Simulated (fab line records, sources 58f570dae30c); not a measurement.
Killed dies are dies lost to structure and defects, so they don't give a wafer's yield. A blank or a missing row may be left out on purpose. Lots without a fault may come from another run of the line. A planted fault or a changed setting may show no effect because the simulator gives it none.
One fault seen from 2 desks | flow berkeley_cmos170 | each desk has only its own numbers; what lay behind them comes last

THE METROLOGY DESK
What the gauges read, lot by lot, whatever tool the lot ran on: means of the sampled wafers that have a number. A lot is out of limits, marked OUT, if its mean lies more than 4 standard deviations from the usual mean; the brackets give that distance.
Columns: A = cd_nm at UCB170_M1_CD_MEAS_90, usual 700.4 nm; B = V1_OVL at UCB170_V1_OVL_MEAS_13, usual -1 nm; C = M3_OVL at UCB170_M3_OVL_MEAS_16, usual -1 nm
lot  | first seen here | A     | B  | C
L833 | day 7 00:33     | 694.5 | -1 | -5
L835 | day 8 01:31     | 698.8 | -6 | 4
L834 | day 8 01:37     | 699.3 | -6 | -1
L836 | day 8 04:16     | 699.7 | -6 | -3
L840 | day 8 14:22     | 698.8 | -2 | 6
L839 | day 8 15:47     | 700.0 | -8 | -
L842 | day 8 19:22     | 700.4 | 3  | -
L846 | day 10 11:33    | 699.4 | -1 | 2
L847 | day 10 21:04    | 702.2 | 5  | -0
L851 | day 11 03:22    | 703.8 | -4 | -5
L853 | day 11 09:53    | 699.3 | -2 | 0
L856 | day 12 03:04    | 698.7 | 3  | -3
L855 | day 12 03:43    | 699.1 | 2  | -9
L854 | day 12 05:23    | 699.7 | -5 | -1
This desk's finding: nothing out of limits on any of the 14 lots.

THE TOOL OWNER'S DESK: rie_diel-04
The tool's own readings at UCB170_V2_ETCH_14 (etches SiO2 in CHF3/CF4/Ar, stops on Al, target depth 1250 nm, time 295.2 s): means of the sampled wafers that have a number, for each lot that ran on this tool. A lot is out of limits, marked OUT, if its mean lies more than 4 standard deviations from the usual mean; the brackets give that distance.
Columns: A = chamber_pressure_mTorr at UCB170_V2_ETCH_14, usual 200.01 mTorr; B = drypump_motor_current_A at UCB170_V2_ETCH_14, usual 5.8 A; C = oes_product_au at UCB170_V2_ETCH_14, usual 0.871 a.u.; D = throttle_valve_pct at UCB170_V2_ETCH_14, usual 7.02 %
lot  | first seen here | A      | B   | C               | D
L836 | day 8 17:39     | 199.91 | 5.3 | 0.862           | 6.98
L840 | day 9 03:47     | 199.89 | 5.8 | 0.871           | 7.00
L839 | day 9 04:29     | 199.96 | 5.1 | 0.767 (-10) OUT | 7.06
L842 | day 9 12:02     | 199.82 | 5.6 | 0.767 (-10) OUT | 6.99
L856 | day 12 17:31    | 199.91 | 5.5 | 0.875           | 6.98
L854 | day 12 18:12    | 199.97 | 5.5 | 0.877           | 6.98
This desk's finding: out of limits on L839, L842; first on L839, day 9 04:29 (oes_product_au at UCB170_V2_ETCH_14). In limits: L836, L840, L856, L854.

PUT TOGETHER
The tool owner's desk could have raised an alarm at day 9 04:29, on L839, L842.
The metrology desk saw nothing out of limits.
The metrology desk has L839, L842 on record, within its limits.
Of the lots named, all ran UCB170_V2_ETCH_14 on rie_diel-04.

WHAT THE SIMULATOR HAD PUT IN
Process parameter drift: rie_diel-04, from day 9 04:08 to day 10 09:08, at UCB170_V2_ETCH_14. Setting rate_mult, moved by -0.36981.
Lots struck among those shown: L839, L842.
Hours from the fault's start to each desk's first reading out of limits: the tool owner's desk, 0.
